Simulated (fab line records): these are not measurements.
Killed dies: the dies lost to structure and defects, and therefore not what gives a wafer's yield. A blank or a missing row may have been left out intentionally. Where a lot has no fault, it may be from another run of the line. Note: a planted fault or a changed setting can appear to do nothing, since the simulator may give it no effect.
A lot that was struck, set against a sound lot / flow rit_cmos / 44 out of 202 route steps
Sound: wafers L115.1, L115.3, L115.5. Wafers struck: L128.1, L128.3, L128.5. The cause is given at the end.
At each step with rows: each side's tool, then ch and its chambers, then its first start. Under that, the readings that differ: sound wafers / struck wafers / difference of the means / sigmas: that difference in standard deviations of wafers without a fault.
alike: words and numbers the same on both sides, and readings whose means are apart by under 2 such deviations; not compared: readings that were withheld, readings missing a value for some wafer, numbers with overlapping values and no deviation given by the record, and bounds like >300 which may hide the same value.
A row with sigmas, a row that says differs or no value, or rows on one side alone: a step with any of these is where the two part. When numbers do not overlap yet have no deviation, they are printed without sigmas and do not part them. A reading missing from all wafers of one side parts the sides only when that side holds two or more wafers.

first, 4 steps without rows for these wafers: RIT_PLDD_SOFTBAKE_02 (time 60 s); RIT_PLDD_EXPOSE_03 (exposes mask M8, target cd 40900 nm); RIT_PLDD_PEB_04; RIT_PLDD_DEVELOP_05 (develop time 50 s).
RIT_PLDD_OVL_MEAS_06:
  sound: overlay-02 at day 3 17:30; struck: overlay-02 at day 5 18:42
  alike: PLDD_OVL
then, 2 steps without rows for these wafers: RIT_PLDD_HARDBAKE_07 (time 60 s); RIT_PLDD_IMPLANT_08.
RIT_PLDD_STRIP_09: strips in O2, time 180 s.
  sound on plasma_asher-03 ch 0,1, day 3 17:50; struck on plasma_asher-04 ch 0,1, day 5 19:02
  alike: drypump_motor_current_A, rf_refl_power_W
  not compared: rf_hours_counter_h
RIT_PLDD_TW_MEAS_10:
  sound: film_metro-03 at day 3 18:01; struck: film_metro-03 at day 5 19:13
  alike: PLDD_TW
then, 3 steps without rows for these wafers: RIT_SPACER_CLEAN_00 (cleans in SC1, time 600 s); RIT_SPACER_CLEAN_01 (cleans in dHF, time 30 s); RIT_SPACER_CLEAN_02 (cleans in SC2, time 600 s).
RIT_SPACER_CVD_03: deposits Si3N4 from SiH2Cl2/NH3, target thk 250 nm, time 3300 s.
  sound on lpcvd-01 ch 1, day 3 18:28; struck on lpcvd-01 ch 1, day 5 19:40
reading=spike_tc_centre_C (C); sound=812.3 811.2 813.9; struck=826.2 825.2 827.1; difference=+13.7; sigmas=+11
reading=model.Si3N4_of_SPACER_CVD_03.thk_nm (nm); sound=252.2 251.7 250.3; struck=276.3 264.4 256.9; difference=+14.5; sigmas=
RIT_SPACER_THK_MEAS_04:
  sound: film_metro-03 at day 3 20:23; struck: film_metro-04 at day 5 21:35
reading=SPACER_NITRIDE_THK (nm); sound=252.4 251.5 250.4; struck=276.1 264.6 256.7; difference=+14.4; sigmas=+6
RIT_SPACER_ETCHBACK_05: etches Si3N4 in SF6/CHF3, stops on SiO2, target depth 250 nm, time 240 s.
  sound on rie_diel-04 ch 0,2,3, day 3 20:27; struck on rie_diel-02 ch 0,3, day 5 21:38
reading=oes_product_au (a.u.); sound=0.866 0.834 0.848; struck=0.918 0.892 0.871; difference=+0.044; sigmas=+4
reading=model.etch.depth_nm (nm); sound=252.2 251.7 250.3; struck=276.3 264.4 256.9; difference=+14.5; sigmas=
  alike: drypump_motor_current_A, throttle_valve_pct
  not compared: rf_hours_counter_h
then, 6 steps without rows for these wafers: RIT_NSD_HMDS_00 (prime time 60 s); RIT_NSD_COAT_01 (resist thk 1000 nm); RIT_NSD_SOFTBAKE_02 (time 60 s); RIT_NSD_EXPOSE_03 (exposes mask M9, target cd 40700 nm); RIT_NSD_PEB_04; RIT_NSD_DEVELOP_05 (develop time 50 s).
RIT_NSD_OVL_MEAS_06:
  sound: overlay-02 at day 3 21:44; struck: overlay-02 at day 5 22:49
  alike: NSD_OVL
then, 2 steps without rows for these wafers: RIT_NSD_HARDBAKE_07 (time 60 s); RIT_NSD_IMPLANT_08.
RIT_NSD_STRIP_09: strips in O2, time 180 s.
  sound on plasma_asher-01 ch 0, day 3 22:04; struck on plasma_asher-01 ch 0, day 5 23:08
  alike: drypump_motor_current_A, rf_refl_power_W
  not compared: rf_hours_counter_h
RIT_NSD_TW_MEAS_10:
  sound: film_metro-03 at day 3 22:14; struck: film_metro-04 at day 5 23:19
  alike: NSD_TW
then, 6 steps without rows for these wafers: RIT_PSD_HMDS_00 (prime time 60 s); RIT_PSD_COAT_01 (resist thk 1000 nm); RIT_PSD_SOFTBAKE_02 (time 60 s); RIT_PSD_EXPOSE_03 (exposes mask M10, target cd 40900 nm); RIT_PSD_PEB_04; RIT_PSD_DEVELOP_05 (develop time 50 s).
RIT_PSD_OVL_MEAS_06:
  sound: overlay-01 at day 3 23:19; struck: overlay-01 at day 6 00:16
  alike: PSD_OVL
then, 2 steps without rows for these wafers: RIT_PSD_HARDBAKE_07 (time 60 s); RIT_PSD_IMPLANT_08.
RIT_PSD_STRIP_09: strips in O2, time 180 s.
  sound on plasma_asher-01 ch 0,1, day 3 23:38; struck on plasma_asher-02 ch 0, day 6 00:35
reading=drypump_motor_current_A (A); sound=5.60 5.58 5.71; struck=6.31 6.36 6.31; difference=+0.70; sigmas=+3
  alike: rf_refl_power_W
  not compared: rf_hours_counter_h
RIT_PSD_TW_MEAS_10:
  sound: film_metro-01 at day 3 23:49; struck: film_metro-03 at day 6 00:46
reading=PSD_TW; sound=3362 3393 3380; struck=3477 3493 3484; difference=+106; sigmas=+3
then, 3 steps without rows for these wafers: RIT_SDANNEAL_CLEAN_00 (cleans in SC1, time 600 s); RIT_SDANNEAL_CLEAN_01 (cleans in dHF, time 30 s); RIT_SDANNEAL_CLEAN_02 (cleans in SC2, time 600 s).
RIT_SDANNEAL_RTA_03: time 5 s.
  sound on rtp_anneal-01 ch 0, day 4 00:22; struck on rtp_anneal-01 ch 0, day 6 01:13
  alike: wafer_temp_C_max
RIT_SDANNEAL_RS_MEAS_04: uses a four-point probe to measure.
  sound: film_metro-01 at day 4 00:25; struck: film_metro-03 at day 6 01:16
  alike: PSD_RS
RIT_SILICIDE_WET_ETCH_00: etches SiO2 in BOE, target depth 14 nm, time 15 s.
  sound on wet_bench-02 ch 2, day 4 00:54; struck on wet_bench-03 ch 1, day 6 01:45
reading=model.Si3N4_of_SPACER_CVD_03.thk_nm (nm); sound=197 196.6 194.7; struck=214.4 205.6 199.5; difference=+10.4; sigmas=
RIT_M1_PROBE_99:
  sound: prober-01 at day 4 08:44; struck: prober-01 at day 6 08:47
reading=model.etest.pwell_pinched.rs_ohm_sq; sound=454.3 456.8 459.9; struck=440.7 446.7 450.1; difference=-11.2; sigmas=
reading=model.etest.contact_nplus.end_ohm_um; sound=43.36 43.67 43.23; struck=39.01 38.53 40.66; difference=-4.02; sigmas=
reading=model.etest.nmos_0p15.tox_inv_nm (nm); sound=4.447 4.408 4.38; struck=4.609 4.505 4.524; difference=+0.134; sigmas=
  alike: killed_at_front_end, killed_dies, killed_open, killed_short
  not compared: model.etest.pplus_sal.width_nm, model.etest.nplus_sal.width_nm, model.etest.nwell_pinched.rs_ohm_sq, model.etest.diode_nplus_comb.leak_log10_a_cm2, model.etest.diode_pplus_nwell.bv_v

WHERE THEY PART
Earliest at RIT_SPACER_CVD_03; latest, in this record, at RIT_PSD_TW_MEAS_10. Later steps at which nothing parts them and some readings are alike: RIT_SDANNEAL_RTA_03, RIT_SDANNEAL_RS_MEAS_04, RIT_M1_PROBE_99.

WHY: whatever the simulator had introduced
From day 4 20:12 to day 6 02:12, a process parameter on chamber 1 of lpcvd-01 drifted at RIT_SPACER_CVD_03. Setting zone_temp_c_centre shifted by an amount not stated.
